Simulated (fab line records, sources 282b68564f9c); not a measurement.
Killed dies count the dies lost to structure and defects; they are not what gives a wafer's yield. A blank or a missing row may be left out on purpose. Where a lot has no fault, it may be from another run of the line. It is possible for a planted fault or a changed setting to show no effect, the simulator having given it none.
fab line records	flow rit_cmos
record: lots: 7	wafers: 21	last_day: 6
route steps=202 shown REOX@99 NLDD@103 PLDD@114 SPACER@125 NSD@131
lots that met no fault: from a run of the same line without faults
start_h: hours from the record's first day to the start of the lot's first wafer shown	wait_h: hours since the lot's step before	" identical to the entry in the row above	L1.1+2: a row that stands for several wafers	- no value present, or no start provided	* or withheld: withheld	< > ~ a bound
route shown NAME@n: names a module that has steps shown in the file, with the first one's number in the route	usual: average and standard deviation across the fault-free wafers	same: alike in all rows	chamber/n: place in a boat	sites: the reading at each site	_std_site: their standard deviation	_edge_site: outer sites' mean less inner sites'	radius_mm: how far each site lies from the wafer's centre	mask NAME#n: copy n	behind: the most recent tool/chamber to have shaped the wafer	hold: why the lot was held/for how many hours/how that ended	device: transistor that didn't switch, given as n, p or np	end of line: tests run on the same wafers once the route is complete	a step without rows: its recipe alone	killed: the dies lost at the first sort to structure and to defects; this is not the yield of the wafer	map: the dies of a wafer, with x for killed, . for not killed, _ for no die there
set.NAME: the setting the step ran with; set.NAME@STEP: the setting that earlier step ran with	model.NAME: the simulator's own value behind a step, which no gauge read
a table for each step, a row for each wafer; lots at some steps of the route
services: when a tool's chamber went out of use (start_h, in hours from the record's first day, below 0 if earlier), for how many hours, and the reason
== steps ==
step: RIT_REOX_CLEAN_01
recipe: chemistry: dHF	dilution: 50:1	time_s: 30
step: RIT_REOX_CLEAN_02
recipe: chemistry: SC2	mix: 3:3:50	time_s: 600	temp_c: 75	dry: n2_spin
step: RIT_REOX_OXIDATION_03
recipe: temp_c: 900	ambient: O2	target_thk_a: 252	ox_time_s: 5580
step: RIT_REOX_THK_MEAS_04
recipe: reads: SiO2_of_REOX_OXIDATION_03
usual: REOX_OXIDE_THK: 25.2/0.51
lot.wafer	tool	chamber	start_h	wait_h	REOX_OXIDE_THK[nm]
L794.1	film_metro-04	-	61.79	0.0	26.0
L794.3	"	-	"	"	26.1
L794.5	"	-	"	"	26.3
L795.1	film_metro-03	-	69.60	0.0	25.7
L795.2	"	-	"	"	25.2
L795.6	"	-	"	"	25.6
L796.1	film_metro-02	-	69.60	0.0	26.2
L796.3	"	-	"	"	26.2
L796.6	"	-	"	"	26.1
L801.1	film_metro-04	-	98.08	0.0	25.4
L801.4	"	-	"	"	25.2
L801.6	"	-	"	"	25.1
L803.3	film_metro-04	-	102.47	0.0	25.0
L803.4	"	-	"	"	24.6
L803.5	"	-	"	"	24.7
L804.2	film_metro-02	-	110.96	0.0	25.4
L804.5	"	-	"	"	25.4
L804.6	"	-	"	"	25.5
L805.1	film_metro-02	-	116.97	0.0	25.6
L805.3	"	-	"	"	25.3
L805.5	"	-	"	"	25.4
step: RIT_NLDD_HMDS_00
recipe: prime_time_s: 60	prime_temp_c: 140
step: RIT_NLDD_COAT_01
recipe: resist: NOVOLAK	spin_rpm: 3303	resist_thk_nm: 1000
step: RIT_NLDD_SOFTBAKE_02
recipe: resist: NOVOLAK	temp_c: 90	time_s: 60
step: RIT_NLDD_EXPOSE_03
recipe: mask_id: M7	na: 0.57	target_cd_nm: 40700	dose_mj: 250
step: RIT_NLDD_PEB_04
recipe: resist: NOVOLAK	temp_c: withheld	time_s: withheld
step: RIT_NLDD_DEVELOP_05
recipe: resist: NOVOLAK	develop_time_s: 50	dev_temp_c: 23
step: RIT_NLDD_OVL_MEAS_06
usual: NLDD_OVL: 1.1/1.3
lot.wafer	tool	chamber	start_h	wait_h	NLDD_OVL[nm]
L794.1	overlay-02	-	62.83	-	1.7
L794.3	"	-	"	"	1.9
L794.5	"	-	"	"	1.1
L795.1	overlay-02	-	70.64	-	-0.9
L795.2	"	-	"	"	-0.9
L795.6	"	-	"	"	0.5
L796.1	overlay-01	-	70.88	-	0.1
L796.3	"	-	"	"	0.7
L796.6	"	-	"	"	2.9
L801.1	overlay-02	-	99.26	-	0.1
L801.4	"	-	"	"	-1.4
L801.6	"	-	"	"	1.0
L803.3	overlay-01	-	103.37	-	-0.7
L803.4	"	-	"	"	0.7
L803.5	"	-	"	"	-0.8
L804.2	overlay-02	-	111.87	-	1.7
L804.5	"	-	"	"	-0.1
L804.6	"	-	"	"	2.7
L805.1	overlay-01	-	117.88	-	2.0
L805.3	"	-	"	"	0.4
L805.5	"	-	"	"	-1.3
step: RIT_NLDD_HARDBAKE_07
recipe: resist: NOVOLAK	temp_c: 140	time_s: 60
step: RIT_NLDD_IMPLANT_08
recipe: species: P	energy_kev: 20	dose_cm2: 5e+14	tilt_deg: 7
usual: implant_ion_amu: 31/0
lot.wafer	tool	chamber	start_h	wait_h	implant_ion_amu	model.implant.rp_nm	model.implant.drp_nm
L794.1	implanter-01	0	63.02	0.1	31	27.72	12.97
L794.3	"	0	"	"	31	27.72	12.97
L794.5	"	0	"	"	31	27.72	12.97
L795.1	implanter-03	0	70.82	0.1	31	28.54	12.97
L795.2	"	0	"	"	31	28.54	12.97
L795.6	"	0	"	"	31	28.54	12.97
L796.1	implanter-02	0	71.07	0.1	31	27.18	12.97
L796.3	"	0	"	"	31	27.18	12.97
L796.6	"	0	"	"	31	27.18	12.97
L801.1	implanter-03	0	99.44	0.1	31	28.14	12.97
L801.4	"	0	"	"	31	28.14	12.97
L801.6	"	0	"	"	31	28.14	12.97
L803.3	implanter-01	0	103.59	0.1	11	64.41	28.34
L803.4	"	0	"	"	11	64.41	28.34
L803.5	"	0	"	"	11	64.41	28.34
L804.2	implanter-01	0	112.07	0.1	11	64.23	28.34
L804.5	"	0	"	"	11	64.23	28.34
L804.6	"	0	"	"	11	64.23	28.34
L805.1	implanter-02	0	118.07	0.1	11	66.45	28.34
L805.3	"	0	"	"	11	66.45	28.34
L805.5	"	0	"	"	11	66.45	28.34
step: RIT_NLDD_STRIP_09
recipe: chemistry: O2	time_s: 180	resist: NOVOLAK	platen_temp_c: withheld	power_w: 500	pressure_mtorr: 4000	o2_flow_sccm: 4000
usual: chamber_pressure_mTorr: 4000/3.8	drypump_motor_current_A: 5.6/0.5
lot.wafer	tool	chamber	start_h	wait_h	chamber_pressure_mTorr	drypump_motor_current_A	rf_hours_counter_h
L794.1	plasma_asher-03	1	63.17	0.1	3999	5.7	42
L794.3	"	1	"	"	3996	5.7	-
L794.5	"	1	"	"	4003	5.7	-
L795.1	plasma_asher-02	1	70.97	0.1	3998	5.1	28
L795.2	"	0	"	"	4005	6.5	28
L795.6	"	1	"	"	4003	5.1	-
L796.1	plasma_asher-03	0	71.22	0.1	3997	6.0	43
L796.3	"	1	"	"	3998	5.7	-
L796.6	"	0	"	"	4000	6.0	-
L801.1	plasma_asher-03	1	99.59	0.1	3999	5.7	46
L801.4	"	1	"	"	4002	5.6	-
L801.6	"	0	"	"	3998	6.1	-
L803.3	plasma_asher-03	0	103.75	0.1	3998	6.0	-
L803.4	"	1	"	"	3994	5.7	-
L803.5	"	0	"	"	4002	6.0	-
L804.2	plasma_asher-01	0	112.20	0.1	3998	5.1	46
L804.5	"	1	"	"	3995	5.2	-
L804.6	"	0	"	"	4003	5.1	-
L805.1	plasma_asher-03	1	118.22	0.1	3994	5.6	48
L805.3	"	0	"	"	4002	6.0	-
L805.5	"	1	"	"	4000	5.7	-
step: RIT_NLDD_TW_MEAS_10
usual: NLDD_TW: 2488/18
lot.wafer	tool	chamber	start_h	wait_h	NLDD_TW
L794.1	film_metro-01	-	63.34	0.1	2477
L794.3	"	-	"	"	2483
L794.5	"	-	"	"	2471
L795.1	film_metro-01	-	71.15	0.1	2464
L795.2	"	-	"	"	2469
L795.6	"	-	"	"	2464
L796.1	film_metro-02	-	71.39	0.1	2505
L796.3	"	-	"	"	2522
L796.6	"	-	"	"	2503
L801.1	film_metro-01	-	99.77	0.1	2458
L801.4	"	-	"	"	2460
L801.6	"	-	"	"	2460
L803.3	film_metro-03	-	103.89	0.1	1330
L803.4	"	-	"	"	1333
L803.5	"	-	"	"	1329
L804.2	film_metro-03	-	112.38	0.1	1329
L804.5	"	-	"	"	1335
L804.6	"	-	"	"	1332
L805.1	film_metro-01	-	118.39	0.1	1308
L805.3	"	-	"	"	1311
L805.5	"	-	"	"	1312
step: RIT_PLDD_HMDS_00
recipe: prime_time_s: 60	prime_temp_c: 140
step: RIT_PLDD_COAT_01
recipe: resist: NOVOLAK	spin_rpm: 3250	resist_thk_nm: 1000
step: RIT_PLDD_SOFTBAKE_02
recipe: resist: NOVOLAK	temp_c: 90	time_s: 60
step: RIT_PLDD_EXPOSE_03
recipe: mask_id: M8	na: 0.57	target_cd_nm: 40900	dose_mj: 250
step: RIT_PLDD_PEB_04
recipe: resist: NOVOLAK	temp_c: withheld	time_s: withheld
step: RIT_PLDD_DEVELOP_05
recipe: resist: NOVOLAK	develop_time_s: 50	dev_temp_c: 23
step: RIT_PLDD_OVL_MEAS_06
usual: PLDD_OVL: 0.8/1.4
lot.wafer	tool	chamber	start_h	wait_h	PLDD_OVL[nm]
L794.1	overlay-01	-	64.50	-	1.6
L794.3	"	-	"	"	0.8
L794.5	"	-	"	"	-1.0
L795.1	overlay-01	-	72.18	-	1.6
L795.2	"	-	"	"	0.4
L795.6	"	-	"	"	-0.4
L796.1	overlay-02	-	72.43	-	1.4
L796.3	"	-	"	"	-0.5
L796.6	"	-	"	"	1.6
L801.1	overlay-01	-	100.68	-	2.2
L801.4	"	-	"	"	1.2
L801.6	"	-	"	"	2.2
L803.3	overlay-02	-	104.79	-	-0.2
L803.4	"	-	"	"	1.0
L803.5	"	-	"	"	-0.6
L804.2	overlay-01	-	113.41	-	0.1
L804.5	"	-	"	"	-2.2
L804.6	"	-	"	"	-0.3
L805.1	overlay-02	-	119.43	-	0.9
L805.3	"	-	"	"	2.7
L805.5	"	-	"	"	1.6
step: RIT_PLDD_HARDBAKE_07
recipe: resist: NOVOLAK	temp_c: 140	time_s: 60
step: RIT_PLDD_IMPLANT_08
recipe: species: BF2	energy_kev: 20	dose_cm2: 9.064e+14	tilt_deg: 7
step: RIT_PLDD_STRIP_09
recipe: chemistry: O2	time_s: 180	resist: NOVOLAK	platen_temp_c: withheld	power_w: 500	pressure_mtorr: 4000	o2_flow_sccm: 4000
usual: chamber_pressure_mTorr: 4000/3.9	drypump_motor_current_A: 5.8/0.61
lot.wafer	tool	chamber	start_h	wait_h	chamber_pressure_mTorr	drypump_motor_current_A	rf_hours_counter_h
L794.1	plasma_asher-02	1	64.84	0.1	3996	5.1	27
L794.3	"	0	"	"	4001	6.5	-
L794.5	"	0	"	"	3999	6.5	-
L795.1	plasma_asher-04	1	72.52	0.1	4000	6.4	43
L795.2	"	0	"	"	3996	5.8	43
L795.6	"	1	"	"	3999	6.4	-
L796.1	plasma_asher-02	1	72.76	0.1	3995	5.1	28
L796.3	"	1	"	"	4002	5.1	-
L796.6	"	1	"	"	3997	5.1	-
L801.1	plasma_asher-01	0	101.01	0.1	4000	5.1	45
L801.4	"	1	"	"	4000	5.2	-
L801.6	"	1	"	"	4000	5.2	-
L803.3	plasma_asher-02	0	105.17	0.1	3997	6.5	-
L803.4	"	1	"	"	4003	5.1	-
L803.5	"	1	"	"	3999	5.1	-
L804.2	plasma_asher-02	0	113.74	0.1	4000	6.5	33
L804.5	"	1	"	"	4002	5.1	-
L804.6	"	0	"	"	4001	6.5	-
L805.1	plasma_asher-01	0	119.76	0.1	3998	5.1	47
L805.3	"	1	"	"	4005	5.2	-
L805.5	"	0	"	"	4007	5.1	-
step: RIT_PLDD_TW_MEAS_10
usual: PLDD_TW: 2352/20
lot.wafer	tool	chamber	start_h	wait_h	PLDD_TW
L794.1	film_metro-02	-	65.01	0.1	2372
L794.3	"	-	"	"	2363
L794.5	"	-	"	"	2359
L795.1	film_metro-02	-	72.70	0.1	2388
L795.2	"	-	"	"	2377
L795.6	"	-	"	"	2370
L796.1	film_metro-02	-	72.94	0.1	2383
L796.3	"	-	"	"	2376
L796.6	"	-	"	"	2377
L801.1	film_metro-01	-	101.19	0.1	2334
L801.4	"	-	"	"	2337
L801.6	"	-	"	"	2326
L803.3	film_metro-01	-	105.31	0.1	2323
L803.4	"	-	"	"	2318
L803.5	"	-	"	"	2320
L804.2	film_metro-01	-	113.93	0.1	2342
L804.5	"	-	"	"	2319
L804.6	"	-	"	"	2334
L805.1	film_metro-01	-	119.94	0.1	2327
L805.3	"	-	"	"	2334
L805.5	"	-	"	"	2314
step: RIT_SPACER_CLEAN_00
recipe: chemistry: SC1	mix: 3:3:50	time_s: 600	temp_c: 75
step: RIT_SPACER_CLEAN_01
recipe: chemistry: dHF	dilution: 50:1	time_s: 30
step: RIT_SPACER_CLEAN_02
recipe: chemistry: SC2	mix: 3:3:50	time_s: 600	temp_c: 75	dry: n2_spin
step: RIT_SPACER_CVD_03
recipe: material: Si3N4	target_thk_nm: 250	temp_c: 810	precursor: SiH2Cl2/NH3	time_s: 3300	pressure_mtorr: 300	sih2cl2_flow_sccm: 60	nh3_flow_sccm: 150
step: RIT_SPACER_THK_MEAS_04
recipe: reads: Si3N4_of_SPACER_CVD_03
usual: SPACER_NITRIDE_THK: 250.3/2.8
lot.wafer	tool	chamber	start_h	wait_h	SPACER_NITRIDE_THK[nm]
L794.1	film_metro-04	-	69.04	0.0	246.9
L794.3	"	-	"	"	247.5
L794.5	"	-	"	"	250.0
L795.1	film_metro-04	-	75.07	0.0	249.1
L795.2	"	-	"	"	249.0
L795.6	"	-	"	"	246.5
L796.1	film_metro-02	-	76.24	0.0	250.6
L796.3	"	-	"	"	250.0
L796.6	"	-	"	"	249.5
L801.1	film_metro-04	-	103.55	0.0	252.7
L801.4	"	-	"	"	252.6
L801.6	"	-	"	"	252.6
L803.3	film_metro-04	-	107.65	0.0	250.3
L803.4	"	-	"	"	249.8
L803.5	"	-	"	"	247.4
L804.2	film_metro-04	-	116.31	0.0	250.4
L804.5	"	-	"	"	250.4
L804.6	"	-	"	"	247.0
L805.1	film_metro-02	-	122.30	0.0	248.0
L805.3	"	-	"	"	248.3
L805.5	"	-	"	"	249.3
step: RIT_SPACER_ETCHBACK_05
recipe: target_depth_a: 2500	SF6_flow_sccm: 30	CHF3_flow_sccm: 30	target: Si3N4	chemistry: SF6/CHF3	pressure_mtorr: 40	rf_w: 250	time_s: 240	stop_on: SiO2
usual: chamber_pressure_mTorr: 40.00/0.034	drypump_motor_current_A: 5.68/0.29	oes_product_au: 0.847/0.014	throttle_valve_pct: 10.30/0.23
lot.wafer	tool	chamber	start_h	wait_h	chamber_pressure_mTorr	drypump_motor_current_A	oes_product_au	rf_hours_counter_h	throttle_valve_pct
L794.1	rie_diel-01	3	69.10	0.1	39.94	5.39	0.829	8	10.33
L794.3	"	0	"	"	39.99	5.23	0.872	4	10.11
L794.5	"	1	"	"	40.03	5.57	0.830	-	10.51
L795.1	rie_diel-02	0	75.13	0.1	40.05	5.87	0.853	91	10.30
L795.2	"	2	"	"	39.96	5.31	0.851	9	10.19
L795.6	"	3	"	"	39.98	5.50	0.829	-	10.23
L796.1	rie_diel-04	3	76.30	0.1	40.02	5.33	0.844	42	10.01
L796.3	"	1	"	"	39.98	6.06	0.852	43	10.64
L796.6	"	0	"	"	39.99	5.78	0.855	-	10.60
L801.1	rie_diel-04	1	103.61	0.1	40.00	6.03	0.868	44	10.66
L801.4	"	0	"	"	40.03	5.79	0.852	48	10.62
L801.6	"	0	"	"	39.96	5.77	0.853	-	10.58
L803.3	rie_diel-04	0	107.69	0.0	39.96	5.76	0.847	48	10.61
L803.4	"	2	"	"	39.98	6.04	0.840	92	10.00
L803.5	"	2	"	"	39.90	6.01	0.833	-	9.99
L804.2	rie_diel-04	2	116.36	0.0	40.00	6.01	0.837	92	9.99
L804.5	"	2	"	"	40.01	6.05	0.842	-	9.99
L804.6	"	3	"	"	40.05	5.32	0.826	-	9.99
L805.1	rie_diel-04	3	122.36	0.1	40.01	5.30	0.836	43	10.01
L805.3	"	2	"	"	39.93	6.03	0.836	92	9.98
L805.5	"	1	"	"	39.92	6.05	0.861	-	10.65
step: RIT_NSD_HMDS_00
recipe: prime_time_s: 60	prime_temp_c: 140
step: RIT_NSD_COAT_01
recipe: resist: NOVOLAK	spin_rpm: 3250	resist_thk_nm: 1000
step: RIT_NSD_SOFTBAKE_02
recipe: resist: NOVOLAK	temp_c: 90	time_s: 59.14
step: RIT_NSD_EXPOSE_03
recipe: mask_id: M9	na: 0.57	target_cd_nm: 40700	dose_mj: 250
step: RIT_NSD_PEB_04
recipe: resist: NOVOLAK	temp_c: withheld	time_s: withheld
step: RIT_NSD_DEVELOP_05
recipe: resist: NOVOLAK	develop_time_s: 50	dev_temp_c: 23
step: RIT_NSD_OVL_MEAS_06
usual: NSD_OVL: 0.6/1.4
lot.wafer	tool	chamber	start_h	wait_h	NSD_OVL[nm]
L794.1	overlay-01	-	70.26	-	-1.4
L794.3	"	-	"	"	-0.1
L794.5	"	-	"	"	0.0
L795.1	overlay-01	-	76.26	-	-0.2
L795.2	"	-	"	"	-2.1
L795.6	"	-	"	"	0.8
L796.1	overlay-02	-	77.43	-	-0.5
L796.3	"	-	"	"	1.6
L796.6	"	-	"	"	0.6
L801.1	overlay-01	-	104.73	-	-1.6
L801.4	"	-	"	"	-1.1
L801.6	"	-	"	"	-1.1
L803.3	overlay-01	-	108.81	-	1.1
L803.4	"	-	"	"	-0.7
L803.5	"	-	"	"	-0.9
L804.2	overlay-02	-	117.49	-	0.7
L804.5	"	-	"	"	0.6
L804.6	"	-	"	"	0.2
L805.1	overlay-02	-	123.48	-	0.9
L805.3	"	-	"	"	-0.2
L805.5	"	-	"	"	1.3
step: RIT_NSD_HARDBAKE_07
recipe: resist: NOVOLAK	temp_c: 140	time_s: 60
step: RIT_NSD_IMPLANT_08
recipe: species: P	energy_kev: 25	dose_cm2: 1e+15	tilt_deg: 7
step: RIT_NSD_STRIP_09
recipe: chemistry: O2	time_s: 180	resist: NOVOLAK	platen_temp_c: withheld	power_w: 500	pressure_mtorr: 4000	o2_flow_sccm: 4000
usual: chamber_pressure_mTorr: 4000/3.5	drypump_motor_current_A: 5.7/0.4
lot.wafer	tool	chamber	start_h	wait_h	chamber_pressure_mTorr	drypump_motor_current_A	rf_hours_counter_h
L794.1	plasma_asher-01	1	70.60	0.1	3999	5.2	42
L794.3	"	0	"	"	4005	5.1	-
L794.5	"	1	"	"	3998	5.2	-
L795.1	plasma_asher-03	0	76.59	0.1	3998	6.1	43
L795.2	"	1	"	"	3999	5.7	43
L795.6	"	0	"	"	3996	6.1	-
L796.1	plasma_asher-03	1	77.76	0.1	3995	5.7	43
L796.3	"	0	"	"	4000	6.1	-
L796.6	"	0	"	"	4003	6.1	-
L801.1	plasma_asher-03	0	105.07	0.1	3997	6.1	46
L801.4	"	0	"	"	3999	6.0	-
L801.6	"	0	"	"	4000	6.1	-
L803.3	plasma_asher-03	1	109.47	0.1	3997	5.7	-
L803.4	"	0	"	"	4005	6.1	-
L803.5	"	0	"	"	3999	6.0	-
L804.2	plasma_asher-04	1	117.82	0.1	4002	6.5	0
L804.5	"	1	"	"	3997	6.4	-
L804.6	"	0	"	"	4005	5.8	-
L805.1	plasma_asher-03	0	123.82	0.1	3995	6.1	49
L805.3	"	1	"	"	4003	5.7	-
L805.5	"	0	"	"	4003	6.1	-
step: RIT_SDANNEAL_RS_MEAS_07
recipe: thk_meas_gauge: four-point-probe
usual: NLDD_RS: 151.3/0.49
lot.wafer	tool	chamber	start_h	wait_h	NLDD_RS[ohm/sq]
L794.1	film_metro-03	-	73.20	0.1	150.9
L794.3	"	-	"	"	150.8
L794.5	"	-	"	"	151.0
L795.1	film_metro-03	-	79.26	0.1	151.4
L795.2	"	-	"	"	151.0
L795.6	"	-	"	"	151.5
L796.1	film_metro-01	-	80.58	0.1	151.6
L796.3	"	-	"	"	151.6
L796.6	"	-	"	"	151.1
L801.1	film_metro-01	-	107.92	0.1	151.6
L801.4	"	-	"	"	151.7
L801.6	"	-	"	"	151.0
L803.3	film_metro-02	-	112.11	0.1	81.5
L803.4	"	-	"	"	81.5
L803.5	"	-	"	"	81.6
L804.2	film_metro-03	-	120.31	0.1	81.5
L804.5	"	-	"	"	81.7
L804.6	"	-	"	"	81.5
L805.1	film_metro-03	-	126.45	0.1	81.5
L805.3	"	-	"	"	81.4
L805.5	"	-	"	"	81.7
== services ==
tool	chamber	start_h	hours	kind
rie_diel-02	3	46.14	5.7	repair
rie_diel-02	1	50.24	1.8	repair
implanter-02	-	51.31	1.7	repair
implanter-03	-	53.99	5.0	repair
implanter-02	-	57.66	3.1	repair
implanter-01	-	66.37	3.4	repair
plasma_asher-01	-	74.82	4.1	repair
rie_diel-02	2	88.63	11.1	repair
rie_diel-04	-	92.32	0.2	repair
rie_diel-02	3	104.91	3.5	repair
plasma_asher-04	-	108.75	9.0	pm
plasma_asher-04	0	108.75	9.0	vent_cycle
plasma_asher-04	1	108.75	9.0	vent_cycle
plasma_asher-02	-	114.45	7.6	repair
plasma_asher-04	0	117.75	-	clean
plasma_asher-04	1	117.75	-	clean
== key ==
first_sign: step: RIT_NLDD_IMPLANT_08	reading: implant_ion_amu	direction: down	sigmas: 99+	usual: 31	struck: 11
effect: step: RIT_NLDD_TW_MEAS_10	reading: NLDD_TW	direction: down	sigmas: 64	usual: 2488	struck: 1324
effect: step: RIT_SDANNEAL_RS_MEAS_07	reading: NLDD_RS	direction: down	sigmas: 99+	usual: 151.3	struck: 81.6
model_effect: step: RIT_NLDD_IMPLANT_08	value: implant.rp_nm	without: 27.49	struck: 65.03
met_at RIT_NLDD_IMPLANT_08
struck_wafers L803.3,L803.4,L803.5,L804.2,L804.5,L804.6,L805.1,L805.3,L805.5
sort_left_out L803.3,L803.4,L803.5,L804.2,L804.5,L804.6,L805.1,L805.3,L805.5
tester_left_out L803,L804,L805
onset_between 99.44 103.59
fault: kind: wrong_recipe_download	tool: implanter-01,implanter-02,implanter-03	chamber: -	onset_h: 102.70	steps: RIT_NLDD_IMPLANT_08	wrong_recipe.not_listed: 1
tester_left_out: of these lots the tester's yield and bins aren't shown, on N5 and GAA mostly nor the transistor test; their killed dies are dies lost to structure and defects alone, not to doping, threshold or leakage, so they don't give the yield
sort_left_out: the simulated sort isn't trusted on such a fault, so these wafers' sort isn't shown, and their yield isn't known
